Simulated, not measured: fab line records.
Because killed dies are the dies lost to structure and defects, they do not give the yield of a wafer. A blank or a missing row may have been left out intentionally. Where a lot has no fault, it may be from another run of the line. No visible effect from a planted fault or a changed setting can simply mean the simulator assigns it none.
Tool commonality check / flow ritCmos / 14 lots, 48 wafers sampled

## WHY THIS WAS OPENED
At RIT_NLDD_TW_MEAS_10 the reading NLDD_TW is flagged on 2 of 14 lots. Fault-free wafers read 2472, with a standard deviation of 12.
Rule: flag the lot when none of its wafers has a number, or when each of its wafers that has one lies beyond 4 standard deviations from that mean. The other lots count as sound.

lot=L493; measured=day 3 01:24; on=filmMetro-03; NLDD_TW, wafer by wafer=2471 2459 2464; flag=
lot=L495; measured=day 3 13:15; on=filmMetro-04; NLDD_TW, wafer by wafer=2440 2441 2448; flag=
lot=L496; measured=day 3 22:52; on=filmMetro-03; NLDD_TW, wafer by wafer=2457 2470 2461; flag=
lot=L498; measured=day 4 08:23; on=filmMetro-04; NLDD_TW, wafer by wafer=2469 2465 2458; flag=
lot=L500; measured=day 4 17:51; on=filmMetro-03; NLDD_TW, wafer by wafer=2477 2463 2467; flag=
lot=L501; measured=day 4 21:56; on=filmMetro-01; NLDD_TW, wafer by wafer=2485 2497 2497; flag=
lot=L502; measured=day 5 02:55; on=filmMetro-04; NLDD_TW, wafer by wafer=2469 2457 2464; flag=
lot=L503; measured=day 5 07:53; on=filmMetro-03; NLDD_TW, wafer by wafer=2469 2462 2471; flag=
lot=L505; measured=day 5 15:56; on=filmMetro-03; NLDD_TW, wafer by wafer=2461 2465 2466; flag=
lot=L509; measured=day 6 11:16; on=filmMetro-03; NLDD_TW, wafer by wafer=2451 2467 2471; flag=
lot=L510; measured=day 6 15:07; on=filmMetro-04; NLDD_TW, wafer by wafer=2479 2470 2483; flag=
lot=L511; measured=day 6 15:13; on=filmMetro-03; NLDD_TW, wafer by wafer=2698 2709 2688 2688 2693 2698; flag=FLAGGED
lot=L513; measured=day 7 04:37; on=filmMetro-01; NLDD_TW, wafer by wafer=2722 2734 2727 2713 2727 2709; flag=FLAGGED
lot=L516; measured=day 7 22:00; on=filmMetro-01; NLDD_TW, wafer by wafer=2470 2466 2488; flag=
The mean of the flagged lots' numbers is 2709, +237 from the usual (+20 standard deviations).

## LOT BY LOT: THE TOOL USED
The record keeps 1 process step preceding the reading, out of 202 steps on the route. Each cell gives the tool, then ch followed by the chambers the sampled wafers passed through, then the start.
lot=L493; flag=; RIT_NLDD_IMPLANT_08=implanter-04 ch 0, day 3 01:05
lot=L495; flag=; RIT_NLDD_IMPLANT_08=implanter-03 ch 0, day 3 12:58
lot=L496; flag=; RIT_NLDD_IMPLANT_08=implanter-03 ch 0, day 3 22:32
lot=L498; flag=; RIT_NLDD_IMPLANT_08=implanter-01 ch 0, day 4 08:04
lot=L500; flag=; RIT_NLDD_IMPLANT_08=implanter-01 ch 0, day 4 17:32
lot=L501; flag=; RIT_NLDD_IMPLANT_08=implanter-01 ch 0, day 4 21:38
lot=L502; flag=; RIT_NLDD_IMPLANT_08=implanter-04 ch 0, day 5 02:37
lot=L503; flag=; RIT_NLDD_IMPLANT_08=implanter-03 ch 0, day 5 07:35
lot=L505; flag=; RIT_NLDD_IMPLANT_08=implanter-04 ch 0, day 5 15:37
lot=L509; flag=; RIT_NLDD_IMPLANT_08=implanter-01 ch 0, day 6 10:57
lot=L510; flag=; RIT_NLDD_IMPLANT_08=implanter-04 ch 0, day 6 14:47
lot=L511; flag=FLAGGED; RIT_NLDD_IMPLANT_08=implanter-01 ch 0, day 6 14:54
lot=L513; flag=FLAGGED; RIT_NLDD_IMPLANT_08=implanter-01 ch 0, day 7 04:18
lot=L516; flag=; RIT_NLDD_IMPLANT_08=implanter-03 ch 0, day 7 21:41
These steps, and what they do:
- RIT_NLDD_IMPLANT_08
- RIT_NLDD_TW_MEAS_10

## FLAGGED OVER TOTAL, TOOL BY TOOL (the gauges that took the reading come last)
step=RIT_NLDD_IMPLANT_08; tool=implanter-01; lots run=6; flagged=2; share of the flagged lots=all; sound lots run after its first flagged lot=0
step=RIT_NLDD_IMPLANT_08; tool=implanter-03; lots run=4; flagged=0; share of the flagged lots=none; sound lots run after its first flagged lot=-
step=RIT_NLDD_IMPLANT_08; tool=implanter-04; lots run=4; flagged=0; share of the flagged lots=none; sound lots run after its first flagged lot=-
step=RIT_NLDD_TW_MEAS_10; tool=filmMetro-01; lots run=3; flagged=1; share of the flagged lots=some; sound lots run after its first flagged lot=1 (L516)
step=RIT_NLDD_TW_MEAS_10; tool=filmMetro-03; lots run=7; flagged=1; share of the flagged lots=some; sound lots run after its first flagged lot=0
step=RIT_NLDD_TW_MEAS_10; tool=filmMetro-04; lots run=4; flagged=0; share of the flagged lots=none; sound lots run after its first flagged lot=-

## THE TABLE: WHAT IT ALLOWS
1 row of the table ran every flagged lot: implanter-01 at RIT_NLDD_IMPLANT_08.
- implanter-01 at RIT_NLDD_IMPLANT_08 ran 6 lots, 2 of them flagged. Its last sound lot is L509 (day 6 10:57), its first flagged lot L511 (day 6 14:54): a fault that began between those two fits. Its own readings (beamOnS, faradayCurrentUA) fall more than 4 standard deviations out on all wafers of the flagged lots.
What remains is a single tool, implanter-01 at RIT_NLDD_IMPLANT_08.

## WHAT HAD BEEN PUT IN BY THE SIMULATOR
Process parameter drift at RIT_NLDD_IMPLANT_08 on implanter-01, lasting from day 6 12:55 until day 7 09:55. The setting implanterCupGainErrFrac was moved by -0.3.
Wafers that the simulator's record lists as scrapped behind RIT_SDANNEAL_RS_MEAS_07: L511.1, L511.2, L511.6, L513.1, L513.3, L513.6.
Lots struck among those shown: L511, L513. The rule above found the same.
